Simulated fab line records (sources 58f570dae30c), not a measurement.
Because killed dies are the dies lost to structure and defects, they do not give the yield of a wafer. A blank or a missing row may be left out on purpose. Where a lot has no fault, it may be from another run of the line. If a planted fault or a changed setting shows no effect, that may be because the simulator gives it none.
Check of tool commonality    flow berkeley-cmos170    14 lots, 42 wafers sampled

WHAT PROMPTED THE OPENING
Of 14 lots, 2 have the reading NSD_TW flagged at UCB170_NSD_TW_MEAS_10. Fault-free wafers read 4159, with a standard deviation of 37.
Rule: a lot is flagged in two cases, either no wafer of it has a number, or all its wafers with numbers fall more than 4 standard deviations from that mean. The rest of the lots are taken to be sound.

lot   measured      on             NSD_TW, wafer by wafer  flag
L464  day 6 04:47   film-metro-01  4104 4128 4104          
L466  day 6 20:38   film-metro-02  4167 4161 4158          
L465  day 6 20:53   film-metro-01  4103 4105 4097          
L469  day 7 20:19   film-metro-02  4170 4176 4206          
L471  day 8 10:26   film-metro-02  4175 4185 4186          
L472  day 8 19:46   film-metro-02  4202 4186 4193          
L473  day 9 05:06   film-metro-02  4198 4201 4195          
L474  day 9 05:35   film-metro-04  4179 4154 4190          
L476  day 9 05:49   film-metro-02  4200 4187 4196          
L475  day 9 10:59   film-metro-04  4170 4199 4177          
L477  day 9 18:52   film-metro-02  4171 4176 4186          
L478  day 9 19:12   film-metro-04  4193 4174 4165          
L479  day 10 03:38  film-metro-01  4487 4493 4478          FLAGGED
L482  day 10 11:32  film-metro-02  4538 4537 4544          FLAGGED
Average over the flagged lots: 4513; offset from the usual +354, equal to +10 standard deviations.

LOT BY LOT: THE TOOL USED
Before the reading, the record contains 2 process steps out of a 331-step route. Read each cell as the tool, then ch plus the chambers that the sampled wafers visited, then the start.
lot   flag     UCB170_NSD_IMPLANT_08            UCB170_NSD_STRIP_09
L464           implanter-03 ch 0, day 6 04:32   plasma-asher-03 ch 0,1, day 6 04:41
L466           implanter-02 ch 0, day 6 20:23   plasma-asher-02 ch 0,1, day 6 20:32
L465           implanter-03 ch 0, day 6 20:38   plasma-asher-04 ch 0,1, day 6 20:47
L469           implanter-02 ch 0, day 7 20:04   plasma-asher-04 ch 0,1, day 7 20:13
L471           implanter-03 ch 0, day 8 10:11   plasma-asher-02 ch 0,1, day 8 10:20
L472           implanter-03 ch 0, day 8 19:31   plasma-asher-04 ch 0,1, day 8 19:40
L473           implanter-03 ch 0, day 9 04:51   plasma-asher-04 ch 0,1, day 9 05:00
L474           implanter-01 ch 0, day 9 05:20   plasma-asher-03 ch 0,1, day 9 05:29
L476           implanter-02 ch 0, day 9 05:35   plasma-asher-02 ch 0,1, day 9 05:42
L475           implanter-01 ch 0, day 9 10:44   plasma-asher-04 ch 0,1, day 9 10:53
L477           implanter-02 ch 0, day 9 18:38   plasma-asher-04 ch 0,1, day 9 18:46
L478           implanter-03 ch 0, day 9 18:59   plasma-asher-02 ch 0,1, day 9 19:07
L479  FLAGGED  implanter-02 ch 0, day 10 03:24  plasma-asher-04 ch 0,1, day 10 03:32
L482  FLAGGED  implanter-02 ch 0, day 10 11:17  plasma-asher-03 ch 0,1, day 10 11:26
What these steps do:
- UCB170_NSD_IMPLANT_08
- UCB170_NSD_STRIP_09: strips in O2.
- UCB170_NSD_TW_MEAS_10

FLAGGED OVER TOTAL, TOOL BY TOOL (the gauges that took the reading come last)
step                   tool             lots run  flagged  share of the flagged lots  sound lots run after its first flagged lot
UCB170_NSD_IMPLANT_08  implanter-01     2         0        none                       -
UCB170_NSD_IMPLANT_08  implanter-02     6         2        all                        0
UCB170_NSD_IMPLANT_08  implanter-03     6         0        none                       -
UCB170_NSD_STRIP_09    plasma-asher-02  4         0        none                       -
UCB170_NSD_STRIP_09    plasma-asher-03  3         1        some                       0
UCB170_NSD_STRIP_09    plasma-asher-04  7         1        some                       0
UCB170_NSD_TW_MEAS_10  film-metro-01    3         1        some                       0
UCB170_NSD_TW_MEAS_10  film-metro-02    8         1        some                       0
UCB170_NSD_TW_MEAS_10  film-metro-04    3         0        none                       -

WHAT IS ALLOWED BY THE TABLE
1 row of the table ran every flagged lot: implanter-02 at UCB170_NSD_IMPLANT_08.
- implanter-02 at UCB170_NSD_IMPLANT_08: 2 of its 6 lots flagged. A fault beginning between L477 (day 9 18:38), its last sound lot, and L479 (day 10 03:24), its first flagged one, fits the data. Its own readings lie more than 4 standard deviations out on every wafer of the flagged lots: beam-energy-keV.
implanter-02 at UCB170_NSD_IMPLANT_08 is the single tool remaining.

WHAT THE SIMULATOR PUT IN
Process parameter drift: implanter-02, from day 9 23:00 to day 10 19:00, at UCB170_NSD_IMPLANT_08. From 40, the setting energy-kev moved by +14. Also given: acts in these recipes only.
Lots struck among those shown: L479, L482. The rule above found the same.
